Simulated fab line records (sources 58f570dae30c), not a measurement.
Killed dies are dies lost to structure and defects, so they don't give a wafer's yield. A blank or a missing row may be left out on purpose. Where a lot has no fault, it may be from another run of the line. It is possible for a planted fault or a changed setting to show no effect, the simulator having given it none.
fab line records	flow berkeleyCmos170
[record] lots = 7	wafers = 21	lastDay = 11
route steps=331 shown ZERO@6 NWELL@14
lots that met no fault: from a run of the same line without faults
startH: start of the lot's first displayed wafer, in hours after the record's first day	waitH: how many hours have passed since the lot's step before this one	" same as the row above	L1.1+2: a row that stands for several wafers	- value missing, or start not given	* or withheld: withheld	< > ~ a bound
route shown NAME@n: names a module that has steps shown in the file, with the first one's number in the route	usual: mean/standard deviation taken from wafers without a fault	same: alike in all rows	chamber/n: place in a boat	sites: readings site by site	_std_site: the values' standard deviation	_edge_site: the outer-site mean with the inner-site mean subtracted	radiusMm: for every site, how far away it sits from the centre of the wafer	mask NAME#n: copy n	behind: the last tool/chamber to shape the wafer	hold: reason for holding the lot/hours on hold/outcome of the hold	device: whichever transistor did not switch (one of n, p or np)	end of line: at the end of the route, the tests of the same wafers	where a step has no rows: the recipe by itself	killed: dies that structure and defects cost at the first sort, which is not the same as the wafer's yield	map: a wafer's dies, marking killed ones x, the rest . and places with no die _
set.NAME: setting as actually run; set.NAME@STEP: the setting as run at that earlier step	model.NAME: the simulator's own value behind a step, which no gauge read
a table for each step, a row for each wafer; lots at some steps of the route
services: a tool's chamber out of use, with start hour (startH, from the record's first day; less than 0 if before it), hours out, and reason
[[steps]]
[step UCB170_ZERO_HMDS_00]
[recipe] primeTimeS = 60	primeTempC = 100
[step UCB170_ZERO_COAT_01]
[recipe] resist = KrF	spinRpm = 1500	resistThkNm = 900
[step UCB170_ZERO_SOFTBAKE_02]
[recipe] resist = KrF	tempC = 130	timeS = 58.87
[step UCB170_ZERO_EXPOSE_03]
[recipe] maskId = PM_MARKS	na = 0.5	sigmaOuter = 0.6	sourceShape = conventional	targetCdNm = 4000	doseMj = 30
[step UCB170_ZERO_PEB_04]
[recipe] pebTempC = 130	pebTimeS = withheld	resist = KrF
[step UCB170_ZERO_DEVELOP_05]
[recipe] developer = TMAH	developTimeS = 45	resist = KrF	devTempC = 21
[step UCB170_ZERO_ETCH_06]
[recipe] chemistry = CHF3/CF4/Ar	target = SiO2	timeS = 12	pressureMtorr = 100	rfW = 500	CHF3_flow_sccm = 50	cf4FlowSccm = 10	Ar_flow_sccm = 120	overEtchFrac = 1.58
[usual] drypumpMotorCurrentA = 5.7/0.43	oesProductAu = 0.615/0.011	throttleValvePct = 9.24/0.12
[same] timeS = 12
lot.wafer	tool	chamber	startH	waitH	drypumpMotorCurrentA	oesProductAu	rfHoursCounterH	throttleValvePct
L659.1	rieDiel-03	1	16.41	-	5.4	0.605	171	9.23
L659.2	"	2	"	"	5.6	0.623	82	9.26
L659.6	"	2	"	"	5.6	0.618	-	9.25
L660.3	rieDiel-03	0	22.39	-	5.3	0.601	100	9.21
L660.4	"	3	"	"	6.6	0.614	124	9.40
L660.6	"	3	"	"	6.6	0.618	-	9.39
L664.2	rieDiel-01	3	45.50	-	5.6	0.626	4	9.09
L664.4	"	0	"	"	5.2	0.628	-	9.37
L664.5	"	1	"	"	6.0	0.605	-	8.96
L666.1	rieDiel-01	3	51.32	-	5.6	0.618	4	9.12
L666.2	"	2	"	"	6.1	0.612	0	9.27
L666.6	"	2	"	"	6.1	0.613	-	9.26
L668.1	rieDiel-02	0	71.13	-	5.3	0.628	121	9.23
L668.3	"	1	"	"	5.6	0.620	68	9.27
L668.6	"	1	"	"	5.6	0.608	-	9.27
L679.1	rieDiel-02	1	119.56	-	5.6	0.617	70	9.26
L679.2	"	3	"	"	6.0	0.606	39	9.29
L679.6	"	2	"	"	6.3	0.609	-	9.36
L681.3	rieDiel-01	2	131.67	-	6.2	0.610	2	9.27
L681.4	"	3	"	"	5.6	0.629	6	9.10
L681.6	"	0	"	"	5.2	0.625	-	9.37
[step UCB170_ZERO_STRIP_07]
[recipe] chemistry = O2	powerW = 400	pressureMtorr = 3500	platenTempC = withheld	o2FlowSccm = 400	overashFraction = 0.5
[usual] drypumpMotorCurrentA = 5.9/0.41	oesProductAu = 0.727/0.0042	stripTimeToEndpointS = 21.47/0.044
lot.wafer	tool	chamber	startH	waitH	drypumpMotorCurrentA	oesProductAu	rfHoursCounterH	stripTimeToEndpointS
L659.1	plasmaAsher-04	0	16.44	0.0	5.8	0.730	16	21.50
L659.2	"	1	"	"	5.7	0.728	16	21.50
L659.6	"	1	"	"	5.7	0.723	-	21.49
L660.3	plasmaAsher-04	0	22.44	0.0	5.8	0.730	-	21.43
L660.4	"	1	"	"	5.7	0.729	-	21.47
L660.6	"	1	"	"	5.7	0.729	-	21.40
L664.2	plasmaAsher-01	0	45.52	0.0	6.4	0.724	35	21.45
L664.4	"	0	"	"	6.4	0.724	-	21.46
L664.5	"	0	"	"	6.4	0.722	-	21.52
L666.1	plasmaAsher-01	0	51.34	0.0	6.4	0.725	36	21.46
L666.2	"	1	"	"	5.7	0.725	36	21.46
L666.6	"	0	"	"	6.4	0.726	-	21.46
L668.1	plasmaAsher-04	0	71.16	0.0	5.8	0.732	20	21.41
L668.3	"	0	"	"	5.7	0.730	-	21.45
L668.6	"	1	"	"	5.7	0.733	-	21.42
L679.1	plasmaAsher-03	0	119.58	0.0	6.4	0.727	42	21.50
L679.2	"	1	"	"	5.3	0.723	42	21.44
L679.6	"	1	"	"	5.3	0.725	-	21.43
L681.3	plasmaAsher-01	0	131.73	0.0	6.5	0.732	-	21.41
L681.4	"	1	"	"	5.6	0.735	-	21.58
L681.6	"	1	"	"	5.7	0.726	-	21.54
[step UCB170_NWELL_WET_ETCH_00]
[recipe] chemistry = dHF	dilution = 25:1	target = SiO2	tempC = 25	timeS = 200
[step UCB170_NWELL_OXIDATION_01]
[recipe] tempC = 1000	ambient = O2	targetThkA = 264	oxTimeS = 1260
[step UCB170_NWELL_THK_MEAS_02]
[recipe] reads = SiO2_of_NWELL_OXIDATION_01
[usual] NWELL_OXIDE_THK = 26.3/0.42
lot.wafer	tool	chamber	startH	waitH	NWELL_OXIDE_THK[nm]
L659.1	filmMetro-04	-	20.22	0.0	26.1
L659.2	"	-	"	"	26.0
L659.6	"	-	"	"	26.1
L660.3	filmMetro-02	-	30.70	0.0	26.4
L660.4	"	-	"	"	26.4
L660.6	"	-	"	"	26.6
L664.2	filmMetro-02	-	49.08	0.0	26.3
L664.4	"	-	"	"	26.5
L664.5	"	-	"	"	26.7
L666.1	filmMetro-02	-	54.58	0.0	26.0
L666.2	"	-	"	"	26.0
L666.6	"	-	"	"	26.4
L668.1	filmMetro-01	-	76.64	0.0	27.0
L668.3	"	-	"	"	26.1
L668.6	"	-	"	"	27.2
L679.1	filmMetro-01	-	125.40	0.0	26.2
L679.2	"	-	"	"	26.7
L679.6	"	-	"	"	26.7
L681.3	filmMetro-02	-	134.51	0.0	26.2
L681.4	"	-	"	"	25.7
L681.6	"	-	"	"	25.6
[step UCB170_NWELL_ANNEAL_03]
[recipe] tempC = 1000	timeS = 900	ambient = N2
[step UCB170_NWELL_CVD_04]
[recipe] material = Si3N4	targetThkNm = 224	tempC = 800	precursor = SiH2Cl2/NH3	timeS = 3360	pressureMtorr = 200	sih2cl2FlowSccm = 25	nh3FlowSccm = 75
[usual] nh3FlowSccm = 75.05/0.21
[same] timeS = 3360
lot.wafer	tool	chamber	startH	waitH	nh3FlowSccm
L659.1	lpcvd-02	0	25.51	0.0	75.16
L659.2	"	0	"	"	75.05
L659.6	"	0	"	"	74.94
L660.3	lpcvd-02	1	35.43	0.0	74.88
L660.4	"	1	"	"	75.00
L660.6	"	1	"	"	74.89
L660.3	lpcvd-02	1	38.02	0.7	75.43
L660.4	"	1	"	"	75.33
L660.6	"	1	"	"	75.08
L664.2	lpcvd-02	0	53.25	0.0	75.23
L664.4	"	0	"	"	75.02
L664.5	"	0	"	"	74.96
L666.1	lpcvd-01	0	60.44	0.0	75.33
L666.2	"	0	"	"	74.90
L666.6	"	0	"	"	75.13
L666.1	lpcvd-02	0	63.61	1.2	75.39
L666.2	"	0	"	"	75.04
L666.6	"	0	"	"	74.98
L668.1	lpcvd-02	0	80.92	0.0	74.83
L668.3	"	0	"	"	75.22
L668.6	"	0	"	"	74.91
L668.1	lpcvd-02	0	83.02	0.2	74.69
L668.3	"	0	"	"	74.64
L668.6	"	0	"	"	75.03
L679.1	lpcvd-02	0	129.33	0.0	75.13
L679.2	"	0	"	"	75.24
L679.6	"	0	"	"	75.08
L681.3	lpcvd-01	0	139.12	0.7	75.52
L681.4	"	0	"	"	75.16
L681.6	"	0	"	"	75.36
[step UCB170_NWELL_THK_MEAS_05]
[recipe] reads = Si3N4_of_NWELL_CVD_04
[usual] NWELL_NITRIDE_THK = 223.5/2
lot.wafer	tool	chamber	startH	waitH	NWELL_NITRIDE_THK[nm]
L659.1	filmMetro-04	-	27.44	0.0	226.6
L659.2	"	-	"	"	229.0
L659.6	"	-	"	"	228.3
L660.3	filmMetro-02	-	39.98	0.0	447.5
L660.4	"	-	"	"	449.4
L660.6	"	-	"	"	449.7
L664.2	filmMetro-01	-	55.20	0.0	222.6
L664.4	"	-	"	"	223.7
L664.5	"	-	"	"	222.4
L666.1	filmMetro-02	-	65.54	0.0	441.1
L666.2	"	-	"	"	447.0
L666.6	"	-	"	"	443.0
L668.1	filmMetro-04	-	84.96	0.0	447.5
L668.3	"	-	"	"	447.7
L668.6	"	-	"	"	448.6
L679.1	filmMetro-01	-	131.26	0.0	224.8
L679.2	"	-	"	"	223.4
L679.6	"	-	"	"	223.7
L681.3	filmMetro-01	-	142.04	0.0	221.7
L681.4	"	-	"	"	224.3
L681.6	"	-	"	"	223.0
[step UCB170_NWELL_HMDS_06]
[recipe] primeTimeS = 60	primeTempC = 100
[step UCB170_NWELL_COAT_07]
[recipe] resist = KrF	spinRpm = 1500	resistThkNm = 900
[step UCB170_NWELL_SOFTBAKE_08]
[recipe] resist = KrF	tempC = 130	timeS = 60
[step UCB170_NWELL_EXPOSE_09]
[recipe] maskId = NWELL	targetCdNm = 3000	na = 0.5	sigmaOuter = 0.6	sourceShape = conventional	doseMj = 25
[step UCB170_NWELL_PEB_10]
[recipe] pebTempC = 130	pebTimeS = withheld	resist = KrF
[step UCB170_NWELL_DEVELOP_11]
[recipe] developer = TMAH	developTimeS = 45	resist = KrF	devTempC = 21
[step UCB170_NWELL_OVL_MEAS_12]
[usual] NWELL_OVL = 2/5.7
lot.wafer	tool	chamber	startH	waitH	NWELL_OVL[nm]
L659.1	overlay-01	-	28.50	-	-1
L659.2	"	-	"	"	5
L659.6	"	-	"	"	5
L660.3	overlay-01	-	40.90	-	14
L660.4	"	-	"	"	14
L660.6	"	-	"	"	12
L664.2	overlay-01	-	57.33	-	4
L664.4	"	-	"	"	4
L664.5	"	-	"	"	6
L666.1	overlay-02	-	66.76	-	-7
L666.2	"	-	"	"	1
L666.6	"	-	"	"	3
L668.1	overlay-01	-	86.20	-	3
L668.3	"	-	"	"	3
L668.6	"	-	"	"	2
L679.1	overlay-02	-	133.29	-	-2
L679.2	"	-	"	"	-9
L679.6	"	-	"	"	-5
L681.3	overlay-02	-	143.97	-	-1
L681.4	"	-	"	"	1
L681.6	"	-	"	"	5
[step UCB170_NWELL_ETCH_13]
[recipe] chemistry = CH3F/Ar/O2	target = Si3N4	stopOn = SiO2	CH3F_flow_sccm = 20	Ar_flow_sccm = 50	O2_flow_sccm = 7	pressureMtorr = 50	rfW = 450	targetDepthA = 2464	overEtchFrac = 0.1	timeS = 154
[usual] O2_flow_sccm = 6.999/0.021	drypumpMotorCurrentA = 5.8/0.4	oesProductAu = 0.940/0.016	throttleValvePct = 8.04/0.13
[same] timeS = 154
lot.wafer	tool	chamber	startH	waitH	O2_flow_sccm	drypumpMotorCurrentA	oesProductAu	rfHoursCounterH	throttleValvePct	model.etch.depthNm
L659.1	rieDiel-01	2	28.54	0.0	6.990	6.1	0.966	172	8.08	226.7
L659.2	"	0	"	"	7.017	5.3	0.961	29	8.17	229
L659.6	"	2	"	"	6.976	6.1	0.978	-	8.09	228.4
L660.3	rieDiel-01	1	41.18	0.3	6.999	6.1	0.975	61	7.82	242.7
L660.4	"	3	"	"	6.981	5.6	1.013	-	7.92	249.3
L660.6	"	1	"	"	7.027	6.0	0.972	-	7.81	242.4
L664.2	rieDiel-02	0	57.36	0.0	6.989	5.3	0.947	120	8.05	222.7
L664.4	"	2	"	"	6.966	6.3	0.941	120	8.17	223.7
L664.5	"	3	"	"	6.967	6.0	0.916	-	8.07	222.3
L666.1	rieDiel-02	0	66.80	0.0	6.965	5.2	1.011	121	8.05	246.4
L666.2	"	1	"	"	6.980	5.6	1.007	67	8.08	250.6
L666.6	"	2	"	"	7.000	6.3	1.015	-	8.16	250.1
L668.1	rieDiel-04	1	86.24	0.0	6.968	6.4	0.994	15	7.85	245.5
L668.3	"	3	"	"	7.009	5.5	1.033	45	8.09	248.5
L668.6	"	0	"	"	6.975	6.2	0.975	-	7.87	242.4
L679.1	rieDiel-01	0	133.33	0.0	7.007	5.3	0.955	32	8.16	225
L679.2	"	2	"	"	7.002	6.1	0.928	2	8.09	223.5
L679.6	"	0	"	"	7.015	5.3	0.950	-	8.15	223.7
L681.3	rieDiel-01	2	143.99	0.0	6.982	6.1	0.921	2	8.08	221.8
L681.4	"	3	"	"	6.963	5.6	0.958	6	7.94	224.5
L681.6	"	1	"	"	7.000	6.0	0.914	-	7.82	222.8
[step UCB170_NWELL_IMPLANT_14]
[recipe] species = P	doseCm2 = 1e+13	energyKev = 150	tiltDeg = 7
[[services]]
tool	chamber	startH	hours	kind
rieDiel-02	1	-4.77	11.9	repair
rieDiel-03	1	-1.71	2.6	repair
plasmaAsher-01	-	13.90	1.0	repair
rieDiel-03	2	29.65	8.3	repair
plasmaAsher-04	-	32.54	17.2	pm
rieDiel-01	2	37.17	-	clean
rieDiel-01	2	37.17	11.1	scheduledDown
rieDiel-01	2	37.17	11.1	ventCycle
rieDiel-01	-	40.96	0.2	repair
rieDiel-03	1	51.22	-	clean
rieDiel-02	3	62.97	25.6	repair
rieDiel-01	-	81.50	32.7	repair
rieDiel-03	2	83.56	1.8	repair
plasmaAsher-03	-	84.24	9.9	repair
rieDiel-03	-	88.25	0.6	repair
plasmaAsher-03	-	100.65	0.7	repair
plasmaAsher-01	-	108.75	9.0	pm
plasmaAsher-01	0	108.75	9.0	ventCycle
plasmaAsher-01	1	108.75	9.0	ventCycle
plasmaAsher-01	0	117.75	-	clean
plasmaAsher-01	1	117.75	-	clean
rieDiel-02	-	123.01	2.8	pm
rieDiel-01	2	136.74	2.4	repair
rieDiel-03	-	137.31	2.6	repair
[[key]]
[firstSign] step = UCB170_NWELL_CVD_04	reading = visit	direction = added
[effect] step = UCB170_NWELL_THK_MEAS_05	reading = NWELL_NITRIDE_THK	direction = up	sigmas = 99+	usual = 223.5	struck = 446.8
[effect] step = UCB170_NWELL_ETCH_13	reading = oesProductAu	direction = up	sigmas = 3.7	usual = 0.940	struck = 0.999
[modelEffect] step = UCB170_NWELL_ETCH_13	value = etch.depthNm	without = 221.7	struck = 246.4
metAt UCB170_NWELL_CVD_04
struckWafers L660.3,L660.4,L660.6,L666.1,L666.2,L666.6,L668.1,L668.3,L668.6
laterRowsLeftOut L660.3,L660.4,L660.6,L666.1,L666.2,L666.6,L668.1,L668.3,L668.6
sortLeftOut L660.3,L660.4,L660.6,L666.1,L666.2,L666.6,L668.1,L668.3,L668.6
testerLeftOut L660,L666,L668
[fault] kind = repeatedStepWhole	tool = lpcvd-01,lpcvd-02	chamber = -	onsetH = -	steps = UCB170_NWELL_CVD_04	times = 1	scope = struckLotsOnly
// testerLeftOut: of these lots the tester's yield and bins aren't shown, on N5 and GAA mostly nor the transistor test; their killed dies are dies lost to structure and defects alone, not to doping, threshold or leakage, so they don't give the yield
// sortLeftOut: the simulated sort isn't trusted on such a fault, so these wafers' sort isn't shown, and their yield isn't known
// laterRowsLeftOut: the simulator's readings of these wafers behind a module that went badly wrong aren't trusted and aren't shown, but for the sort
